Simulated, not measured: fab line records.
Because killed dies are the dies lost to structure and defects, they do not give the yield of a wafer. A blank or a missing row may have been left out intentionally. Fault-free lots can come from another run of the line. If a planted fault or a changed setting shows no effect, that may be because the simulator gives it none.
The tool behind it: which one? :: flow berkeley cmos170 :: 7 lots with 21 wafers sampled at 3 steps, on a route of 331 steps

## WHAT THE GAUGES READ, wafer by wafer
UCB170_PLDD_TW_MEAS_11.
lot: L773
measured: day 7 07:16
on: film metro-03
PLDD_TW: 1020 1015 1023

lot: L780
measured: day 8 20:08
on: film metro-01
PLDD_TW: 1004 1008 999

lot: L778
measured: day 8 20:23
on: film metro-01
PLDD_TW: 1007 1008 1004

lot: L784
measured: day 10 04:22
on: film metro-01
PLDD_TW: 1014 1016 1012

lot: L789
measured: day 11 01:52
on: film metro-02
PLDD_TW: 926 932 932

lot: L793
measured: day 12 03:46
on: film metro-01
PLDD_TW: 1002 1009 1007

lot: L795
measured: day 12 15:11
on: film metro-01
PLDD_TW: 1007 1000 1007

## WHAT TOOL EACH LOT RAN ON (gives the tool, then ch and the chambers of the sampled wafers, and finally the start)
lot: L773
UCB170_GATE_ETCH_15: rie si-02 ch 0,1,3, day 7 05:09
UCB170_PLDD_IMPLANT_09: implanter-03 ch 0, day 7 07:02

lot: L780
UCB170_GATE_ETCH_15: rie si-02 ch 2,3, day 8 17:14
UCB170_PLDD_IMPLANT_09: implanter-01 ch 0, day 8 19:53

lot: L778
UCB170_GATE_ETCH_15: rie si-02 ch 0,1,2, day 8 17:57
UCB170_PLDD_IMPLANT_09: implanter-04 ch 0, day 8 20:08

lot: L784
UCB170_GATE_ETCH_15: rie si-01 ch 0,2,3, day 10 00:59
UCB170_PLDD_IMPLANT_09: implanter-03 ch 0, day 10 04:08

lot: L789
UCB170_GATE_ETCH_15: rie si-01 ch 0,1, day 10 23:15
UCB170_PLDD_IMPLANT_09: implanter-04 ch 0, day 11 01:38

lot: L793
UCB170_GATE_ETCH_15: rie si-02 ch 1,3, day 12 01:30
UCB170_PLDD_IMPLANT_09: implanter-03 ch 0, day 12 03:31

lot: L795
UCB170_GATE_ETCH_15: rie si-02 ch 1,2,3, day 12 13:16
UCB170_PLDD_IMPLANT_09: implanter-01 ch 0, day 12 14:58
- UCB170_GATE_ETCH_15: etches poly-Si in HBr/Cl2, stops on SiO2, time 56.3 s, target depth 278.2 nm.
- UCB170_PLDD_IMPLANT_09

## THE ANSWER, worked out from the rows above alone
Rule: the lots themselves supply what counts as usual. The widest of any qualifying gaps counts: lots, ordered by their means at a reading, are off when they make up no more than a third of the lots, leave a main group of 4 or more, and stand apart from it by 3 or more times the standard deviation of that group's means. Not used: any main group whose means are identical at the precision the tables above print for the reading. Also off: a lot with no number at a reading for which 4 or more lots have one. The other lots that the step has rows for count as sound.
Off: L789, at UCB170_PLDD_TW_MEAS_11 (PLDD_TW). For the main group the mean is 1009 and the standard deviation 5.7.
A tool fits if, at a process step before that reading, it ran every lot that is off, and no sound lot after the first of them. The gauges at UCB170_PLDD_TW_MEAS_11 are tried like those tools. Can't be told from this: 3 tools fit, rie si-01 at UCB170_GATE_ETCH_15, implanter-04 at UCB170_PLDD_IMPLANT_09, film metro-02 at UCB170_PLDD_TW_MEAS_11.

## WHAT THE SIMULATOR HAD INSERTED
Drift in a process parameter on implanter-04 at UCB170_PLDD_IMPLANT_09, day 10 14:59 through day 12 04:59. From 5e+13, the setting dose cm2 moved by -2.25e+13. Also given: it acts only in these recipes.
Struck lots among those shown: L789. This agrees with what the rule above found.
